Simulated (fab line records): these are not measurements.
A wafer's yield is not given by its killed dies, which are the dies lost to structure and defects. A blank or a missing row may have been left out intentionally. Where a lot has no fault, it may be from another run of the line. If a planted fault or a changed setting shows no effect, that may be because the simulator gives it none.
Which tool was responsible? -- flow rit cmos -- 6 lots with 18 wafers sampled at 4 steps, on a route of 202 steps

WHAT EACH GAUGE READ, for each wafer
RIT_CONTACT_THK_MEAS_01.
lot,measured,on,CONTACT_TEOS_THK (nm)
L397,day 3 13:43,film metro-04,401 406 403
L399,day 4 00:52,film metro-04,396 397 401
L401,day 4 09:44,film metro-01,402 393 401
L403,day 5 04:28,film metro-04,387 394 399
L414,day 7 01:40,film metro-03,397 396 398
L416,day 7 11:02,film metro-04,400 401 406

WHICH TOOL RAN EACH LOT (tool, then ch and the chambers of the sampled wafers, then the start)
lot,RIT_PWELL_STRIP_09,RIT_SILICIDE_RTA_06,RIT_CONTACT_CVD_00
L397,"plasma asher-02 ch 0,1, day 2 09:58","rtp anneal-01 ch 0, day 3 13:36","pecvd-04 ch 0,1, day 3 13:38"
L399,"plasma asher-03 ch 0,1, day 2 20:17","rtp anneal-01 ch 0, day 4 00:45","pecvd-03 ch 0,1,2, day 4 00:49"
L401,"plasma asher-03 ch 0,1, day 3 05:20","rtp anneal-02 ch 0, day 4 09:38","pecvd-02 ch 0,1,2, day 4 09:41"
L403,"plasma asher-03 ch 0,1, day 3 16:52","rtp anneal-02 ch 0, day 5 04:21","pecvd-04 ch 0,1,2, day 5 04:25"
L414,"plasma asher-02 ch 0,1, day 5 21:34","rtp anneal-01 ch 0, day 7 01:33","pecvd-03 ch 1,2, day 7 01:37"
L416,"plasma asher-01 ch 0,1, day 6 07:16","rtp anneal-01 ch 0, day 7 10:55","pecvd-03 ch 1,2, day 7 10:59"
- RIT_PWELL_STRIP_09: strips in O2, time 180 s.
- RIT_SILICIDE_RTA_06: time 10 s, ramp up 5 s, ramp down 10 s.
- RIT_CONTACT_CVD_00: deposits SiO2 from TEOS, target thk 400 nm, time 61 s.

THE ANSWER, worked out from the rows above alone
Rule: usual is defined by the lots themselves. Put in order of their means at a reading, lots are off if they are a third of the lots or fewer, leave a main group of 4 or more, and stand apart from it by a gap of 3 or more times the standard deviation of the main group's means; of several such gaps the widest counts. The tables above print the reading to a certain number of digits; a main group whose means all agree to those digits is not used. Also off: a lot with no number at a reading for which 4 or more lots have one. All remaining lots with rows at the step are treated as sound.
No lot is off on any of the readings shown, so nothing can be concluded from this.

WHAT THE SIMULATOR HAD PUT IN
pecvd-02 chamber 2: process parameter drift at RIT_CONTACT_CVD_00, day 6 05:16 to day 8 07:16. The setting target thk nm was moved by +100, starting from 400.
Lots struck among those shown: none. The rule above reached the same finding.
